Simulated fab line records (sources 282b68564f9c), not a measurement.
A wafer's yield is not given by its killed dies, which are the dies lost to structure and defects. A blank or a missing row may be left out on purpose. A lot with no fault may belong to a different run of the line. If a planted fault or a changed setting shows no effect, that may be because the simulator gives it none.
Split-lot trial	flow rit_cmos	route with 202 steps; 5 lots, 23 wafers read

ABOUT THE SPLIT
At RIT_NSD_IMPLANT_08, the setting dose_cm2 was moved away from the recipe's 1e+15 on 10 of the 23 wafers read, by -6.2% to -4.6%. This setting was run at the recipe's value on the other wafers.

FROM THE SPLIT TO THE READING: what the file shows between them, 7 steps
- RIT_NSD_STRIP_09: strips in O2, time 180 s
- RIT_NSD_TW_MEAS_10
- RIT_PSD_IMPLANT_08 (also split here: dose_cm2)
- RIT_PSD_STRIP_09: strips in O2, time 180 s
- RIT_SDANNEAL_CLEAN_02: cleans in SC2, time 600 s
- RIT_SDANNEAL_RTA_03: time 5 s
- RIT_SDANNEAL_RS_MEAS_04: measures by four-point-probe

THE READING
NSD_RS (ohm/sq), read at RIT_SDANNEAL_RS_MEAS_05 with a four-point probe. Fault-free wafers of this fab line usually give 84.50 ohm/sq, standard deviation 0.26 ohm/sq.

wafer	tool, chamber at the split	dose_cm2 as run	against the recipe	NSD_RS, ohm/sq	against lot-mates on the recipe
L076.1	implanter-03, 0	1e+15	recipe	84.49	-
L076.2	implanter-03, 0	9.375e+14	-6.2%	88.98	+4.34
L076.3	implanter-03, 0	9.375e+14	-6.2%	89.34	+4.70
L076.4	implanter-03, 0	9.375e+14	-6.2%	89.10	+4.46
L076.5	implanter-03, 0	1e+15	recipe	84.79	-
L077.1	implanter-01, 0	1e+15	recipe	84.85	-
L077.3	implanter-01, 0	9.514e+14	-4.9%	88.19	+3.28
L077.4	implanter-01, 0	9.514e+14	-4.9%	88.26	+3.35
L077.5	implanter-01, 0	9.514e+14	-4.9%	88.30	+3.39
L077.6	implanter-01, 0	1e+15	recipe	84.98	-
L080.2	implanter-02, 0	1e+15	recipe	84.31	-
L080.3	implanter-02, 0	1e+15	recipe	84.32	-
L080.4	implanter-02, 0	9.43e+14	-5.7%	88.43	+4.04
L080.5	implanter-02, 0	9.43e+14	-5.7%	88.54	+4.15
L080.6	implanter-02, 0	1e+15	recipe	84.55	-
L082.1	implanter-03, 0	1e+15	recipe	85.00	-
L082.2	implanter-03, 0	1e+15	recipe	84.82	-
L082.3	implanter-03, 0	9.543e+14	-4.6%	87.70	+2.80
L082.5	implanter-03, 0	9.543e+14	-4.6%	87.70	+2.80
L082.6	implanter-03, 0	1e+15	recipe	84.87	-
L085.1	implanter-02, 0	1e+15	recipe	84.58	-
L085.3	implanter-02, 0	1e+15	recipe	84.75	-
L085.4	implanter-02, 0	1e+15	recipe	84.83	-

FIT RESULTS
A straight line over all 23 wafers: NSD_RS changes by -0.697 ohm/sq for each +1% of dose_cm2; r = -0.99; the points scatter about the line by 0.21 ohm/sq.
The same after taking each lot's own level away (the mean of its wafers on the recipe; 23 wafers): -0.699 ohm/sq for each +1%; r = -1.00; scatter 0.17 ohm/sq.
That fit puts the effect of the largest move of dose_cm2 on the reading at 4.4 ohm/sq.
The span of the lots' own levels, 84.393 to 84.915 ohm/sq, comes to 2.0 times the standard deviation stated above.
Hence the lot-to-lot level has little effect on the slope; both slopes agree.
Check: +4.36 ohm/sq against its lot-mates is what the line predicts for one of the wafers moved furthest among these (-6.2%) when that wafer is left out of the fit. It came out at +4.34 ohm/sq against them.

OTHER SPLITS APPLIED TO THESE WAFERS
Before the reading, these wafers also passed through other splits. Each is held against what the fit with the lots' levels taken away leaves over:
other split on the same wafers	wafers away from the commonest value	r with NSD_RS (lot level and that fit taken away)
RIT_PLDD_COAT_01 spin_rpm	4	+0.24
RIT_PLDD_IMPLANT_08 energy_kev	6	+0.22
RIT_SPACER_CVD_03 temp_c	18	+0.35
RIT_PSD_IMPLANT_08 dose_cm2	8	-0.41

THE WHOLE CHAIN: every reading that the file lists as answering this split, in the file's order
step	what it does	reading	change (the file's fit)	r (the file's)
RIT_NSD_TW_MEAS_10		NSD_TW	+6.45 for each +1% of the setting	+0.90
RIT_SDANNEAL_RS_MEAS_05	measures by four-point-probe	NSD_RS	-0.693 for each +1% of the setting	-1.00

FILE'S OWN FIT
NSD_RS changes by -0.693 ohm/sq for each +1% of dose_cm2, r = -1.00.
